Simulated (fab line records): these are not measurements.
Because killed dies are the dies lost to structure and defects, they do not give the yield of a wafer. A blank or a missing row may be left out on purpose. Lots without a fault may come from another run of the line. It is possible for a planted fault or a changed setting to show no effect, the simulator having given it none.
A lot that was struck, set against a sound lot	flow ritCmos	15 steps out of a route of 202
Sound: the wafers L827.2, L827.4, L827.6. Struck: wafers L835.1, L835.3 (left out: L835.5, a lot-mate that was not struck); the cause follows at the end.
For every step that has rows: the tool of each side, followed by ch and its chambers, followed by its first start. Under that, the readings that differ: sound wafers	struck wafers	difference of the means	sigmas: that difference in standard deviations of wafers without a fault.
alike: readings with means less than 2 such deviations apart, plus words and numbers identical on both sides. not compared: withheld readings, readings lacking a value on some wafer, bounds such as >300 that could conceal the same value, and numbers that have no deviation in the record and whose values overlap.
The two part at a step that has a row with sigmas, a row that says differs or no value, or rows on one side only. When numbers do not overlap yet have no deviation, they are printed without sigmas and do not part them. A reading that every wafer of one side lacks parts them only if that side has two wafers or more.

first, 1 step without rows for these wafers: RIT_NLDD_IMPLANT_08.
RIT_NLDD_STRIP_09: strips in O2, time 180 s.
  sound on plasmaAsher-03 ch 0,1, day 4 19:11; struck on plasmaAsher-04 ch 0, day 6 13:43
  alike: drypumpMotorCurrentA, o2FlowSccm
  not compared: rfHoursCounterH
RIT_NLDD_TW_MEAS_10:
  sound on filmMetro-03 at day 4 19:22; struck on filmMetro-04 at day 6 13:53
  alike: NLDD_TW
then, 6 steps without rows for these wafers: RIT_PLDD_HMDS_00 (prime time 60 s); RIT_PLDD_COAT_01 (resist thk 1000 nm); RIT_PLDD_SOFTBAKE_02 (time 60 s); RIT_PLDD_EXPOSE_03 (exposes mask M8, target cd 40900 nm); RIT_PLDD_PEB_04; RIT_PLDD_DEVELOP_05 (develop time 50 s).
RIT_PLDD_OVL_MEAS_06:
  sound on overlay-02 at day 4 20:16; struck on overlay-01 at day 6 14:48
  alike: PLDD_OVL
then, 2 steps without rows for these wafers: RIT_PLDD_HARDBAKE_07 (time 60 s); RIT_PLDD_IMPLANT_08.
RIT_PLDD_STRIP_09: strips in O2, time 180 s.
  sound on plasmaAsher-04 ch 0,1, day 4 20:36; struck on plasmaAsher-02 ch 0, day 6 15:08
reading	sound	struck	difference	sigmas
o2FlowSccm (sccm)	3998 4023 3992	2034 2013	-1981	-99 or more
  alike: drypumpMotorCurrentA
  not compared: rfHoursCounterH
RIT_PLDD_TW_MEAS_10:
  sound on filmMetro-01 at day 4 20:47; struck on filmMetro-01 at day 6 15:19
reading	sound	struck	difference	sigmas
PLDD_TW	2335 2341 2334	2373 2375	+37	+2
RIT_M1_PROBE_99:
  the record has rows for the sound wafers here (prober-01, day 5 11:56) and none for the struck ones

## WHERE THEY PART
Last at RIT_M1_PROBE_99 as far as this record goes, first at RIT_PLDD_STRIP_09.

WHY: what the simulator had put in
plasmaAsher-02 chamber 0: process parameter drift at RIT_PLDD_STRIP_09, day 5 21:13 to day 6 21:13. From 4000, the setting o2FlowSccm moved by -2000. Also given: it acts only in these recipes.
